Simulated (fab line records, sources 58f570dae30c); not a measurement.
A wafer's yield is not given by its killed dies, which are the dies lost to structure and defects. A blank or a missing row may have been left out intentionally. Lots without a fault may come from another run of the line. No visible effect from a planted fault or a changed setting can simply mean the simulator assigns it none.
2 desks looking at one fault :: flow berkeley-cmos170 :: each desk has only its own numbers; what lay behind them comes last

## FOR THE TOOL OWNER'S DESK: rtp-anneal-01
The tool's own readings at UCB170_SILICIDE_RTA_04 (time 15 s): means of the sampled wafers that have a number, for each lot that ran on this tool. A lot is out of limits, marked OUT, if its mean lies more than 4 standard deviations from the usual mean; the brackets give that distance.
Columns: A = chamber-o2-ppm at UCB170_SILICIDE_RTA_04, usual 2.003; B = lamp-power-pct at UCB170_SILICIDE_RTA_04, usual 10.1 %; C = wafer_temp_C_max at UCB170_SILICIDE_RTA_04, usual 653.0
lot: L793
first seen here: day 9 07:39
A: 2.007
B: 9.8
C: 653.4

lot: L798
first seen here: day 10 11:23
A: 302.010 (+99 or more) OUT
B: 9.8
C: 653.8

lot: L797
first seen here: day 10 11:34
A: 301.997 (+99 or more) OUT
B: 9.8
C: 654.5

lot: L799
first seen here: day 10 11:59
A: 302.023 (+99 or more) OUT
B: 9.8
C: 653.6
This desk's verdict: out of limits on L797, L798, L799, starting with L798 at day 10 11:23 (chamber-o2-ppm at UCB170_SILICIDE_RTA_04). L793: within limits.

## AT THE METROLOGY DESK
What the gauges read, lot by lot, whatever tool the lot ran on: means of the sampled wafers that have a number. A lot is out of limits, marked OUT, if its mean lies more than 4 standard deviations from the usual mean; the brackets give that distance.
Columns: A = PSD_RS at UCB170_SDANNEAL_RS_MEAS_02, usual 75.6 ohm/sq; B = NSD_RS at UCB170_SDANNEAL_RS_MEAS_03, usual 37.24 ohm/sq; C = PLDD_RS at UCB170_SDANNEAL_RS_MEAS_04, usual 1031.6 ohm/sq; D = NLDD_RS at UCB170_SDANNEAL_RS_MEAS_05, usual 616.1 ohm/sq; E = SILICIDE_TI_RS at UCB170_SILICIDE_RS_MEAS_02, usual 26.2 ohm/sq; F = SILICIDE_TI_THK at UCB170_SILICIDE_THK_MEAS_03, usual 30.3 nm
lot: L791
first seen here: day 8 18:16
A: 75.7
B: 37.16
C: 1032.5
D: 618.6
E: 26.1
F: 30.3

lot: L793
first seen here: day 9 06:53
A: 75.3
B: 37.16
C: 1033.4
D: 616.1
E: 26.3
F: 30.0

lot: L798
first seen here: day 10 10:25
A: 75.9
B: 37.32
C: 1036.0
D: 618.1
E: 26.4
F: 30.3

lot: L800
first seen here: day 10 10:37
A: 75.6
B: 37.12
C: 1028.1
D: 613.5
E: 25.9
F: 30.9

lot: L797
first seen here: day 10 10:46
A: 75.7
B: 37.39
C: 1028.1
D: 617.0
E: 26.6
F: 30.1

lot: L799
first seen here: day 10 11:14
A: 75.6
B: 37.31
C: 1032.4
D: 615.8
E: 26.1
F: 30.2

lot: L812
first seen here: day 12 15:14
A: 75.8
B: 37.24
C: 1032.3
D: 615.2
E: 26.0
F: 30.6
Finding of this desk: none of the 7 lots has anything out of limits.

## BROUGHT TOGETHER
An alarm could have come from the tool owner's desk at day 10 11:23, on L797, L798, L799.
At the metrology desk, nothing out of limits was observed.
The metrology desk holds a record of L797, L798, L799, inside its limits.
On rtp-anneal-01, each named lot ran UCB170_SILICIDE_RTA_04.

## WHAT THE SIMULATOR PUT IN
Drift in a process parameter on rtp-anneal-01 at UCB170_SILICIDE_RTA_04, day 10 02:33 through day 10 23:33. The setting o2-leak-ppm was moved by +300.
Struck lots among those shown: L797, L798, L799.
Each desk's first reading out of limits, in hours after the fault started: the tool owner's desk, 9.
